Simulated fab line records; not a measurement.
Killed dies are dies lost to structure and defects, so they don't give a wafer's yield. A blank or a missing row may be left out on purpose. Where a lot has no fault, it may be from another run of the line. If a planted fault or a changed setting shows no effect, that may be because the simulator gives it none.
What tool caused it? -- flow rit-cmos -- Sampling: 14 lots, 42 wafers, 3 of 202 route steps

== WHAT THE GAUGES SHOWED, per wafer ==
RIT_FOX2_THK_MEAS_91. Usual: FIELD_OXIDE_LEFT_2_THK typically reads 255 nm, with standard deviation 8.6.
lot,measured,on,FIELD_OXIDE_LEFT_2_THK (nm),flag
L329,day 2 14:50,film-metro-03,260 255 258,
L330,day 2 19:34,film-metro-01,275 267 275,
L332,day 3 05:32,film-metro-03,244 246 247,
L335,day 3 22:55,film-metro-03,249 249 249,
L337,day 4 09:04,film-metro-03,245 249 248,
L340,day 4 23:06,film-metro-04,273 272 276,
L342,day 5 09:38,film-metro-03,246 253 253,
L343,day 5 16:05,film-metro-03,258 255 247,
L344,day 5 17:45,film-metro-03,252 257 251,
L347,day 6 10:38,film-metro-03,254 254 246,
L348,day 6 15:27,film-metro-03,260 259 254,
L349,day 6 20:39,film-metro-03,268 269 267,
L350,day 7 00:31,film-metro-03,235 239 238,
L351,day 7 05:43,film-metro-01,249 250 246,

RIT_PLDD_TW_MEAS_10. Usual: PLDD_TW typically reads 2350, with standard deviation 12.
lot,measured,on,PLDD_TW,flag
L329,day 3 04:39,film-metro-02,2359 2348 2346,
L330,day 3 07:01,film-metro-01,2356 2355 2351,
L332,day 3 18:35,film-metro-02,2349 2345 2349,
L335,day 4 13:13,film-metro-02,2358 2331 2359,
L337,day 4 21:37,film-metro-01,2356 2337 2353,
L340,day 5 11:17,film-metro-01,2346 2326 2341,
L342,day 6 00:57,film-metro-03,2371 2357 2361,
L343,day 6 04:25,film-metro-03,2366 2364 2371,
L344,day 6 08:39,film-metro-02,2352 2347 2337,
L347,day 6 23:36,film-metro-01,2345 2344 2337,
L348,day 7 05:10,film-metro-01,30 30 30,OFF
L349,day 7 08:52,film-metro-03,30 30 30,OFF
L350,day 7 12:03,film-metro-01,2340 2326 2334,
L351,day 7 20:02,film-metro-02,2341 2344 2340,

== WHAT TOOL EACH LOT RAN ON (gives the tool, then ch and the chambers of the sampled wafers, and finally the start) ==
lot,RIT_NLDD_STRIP_09
L329,"plasma-asher-02 ch 0,1, day 3 02:55"
L330,"plasma-asher-04 ch 0,1, day 3 05:17"
L332,"plasma-asher-03 ch 0,1, day 3 17:02"
L335,"plasma-asher-04 ch 0,1, day 4 11:37"
L337,"plasma-asher-04 ch 0,1, day 4 20:01"
L340,"plasma-asher-02 ch 0,1, day 5 09:41"
L342,"plasma-asher-02 ch 0,1, day 5 23:02"
L343,"plasma-asher-03 ch 0,1, day 6 02:49"
L344,"plasma-asher-02 ch 0,1, day 6 07:03"
L347,"plasma-asher-03 ch 0,1, day 6 21:54"
L348,"plasma-asher-04 ch 0, day 7 03:16"
L349,"plasma-asher-02 ch 0,1, day 7 07:16"
L350,"plasma-asher-04 ch 0,1, day 7 10:20"
L351,"plasma-asher-04 ch 0,1, day 7 18:19"
- RIT_NLDD_STRIP_09: strips in O2, time 180 s.

== WHAT THE TOOLS THEMSELVES READ (means of the sampled wafers that have a number; where no wafer has one, the mark that the record gives instead) ==
RIT_NLDD_STRIP_09. Usual: chamber-pressure-mTorr 4000 mTorr, standard deviation 3.8; drypump-motor-current-A 5.8 A, standard deviation 0.33; rf-refl-power-W 5.9 W, standard deviation 0.94.
lot,tool,chamber-pressure-mTorr (mTorr),drypump-motor-current-A (A),rf-refl-power-W (W),flag
L329,plasma-asher-02,3995,6.0,6.0,
L330,plasma-asher-04,4003,5.6,5.4,
L332,plasma-asher-03,3998,6.1,6.5,
L335,plasma-asher-04,3997,5.7,5.9,
L337,plasma-asher-04,4001,5.6,5.4,
L340,plasma-asher-02,4003,5.7,5.7,
L342,plasma-asher-02,3998,5.7,5.7,
L343,plasma-asher-03,4003,6.1,6.6,
L344,plasma-asher-02,3995,5.7,5.9,
L347,plasma-asher-03,4004,6.1,6.7,
L348,plasma-asher-04,-,-,-,OFF
L349,plasma-asher-02,-,-,-,OFF
L350,plasma-asher-04,4001,5.7,6.0,
L351,plasma-asher-04,4002,5.6,5.6,

== THE ANSWER, worked out from the rows above alone ==
Rule: take the mean of a lot's wafers that have a number; if it is more than 3 standard deviations from the usual mean, the lot is off. Also off: a lot with no number at a reading for which 4 or more lots have one. Any other lot the step has rows for is counted as sound. First the gauges in route order, then the tools' own readings, where a lot's mean is used as printed above. The first step at which some lot is off is used, and at that step the reading that is off furthest; a lot without a number counts as furthest.
Off: L348, L349, at RIT_PLDD_TW_MEAS_10 (PLDD_TW).
A tool fits if, at a process step before that reading, it ran every lot that is off, and no sound lot after the first of them. The gauges at RIT_PLDD_TW_MEAS_10 aren't tried: what is off there is off at RIT_NLDD_STRIP_09 too, on other tools, and a gauge's error can't cause that. Not one of the candidates tried fits.

== WHAT THE SIMULATOR PUT IN ==
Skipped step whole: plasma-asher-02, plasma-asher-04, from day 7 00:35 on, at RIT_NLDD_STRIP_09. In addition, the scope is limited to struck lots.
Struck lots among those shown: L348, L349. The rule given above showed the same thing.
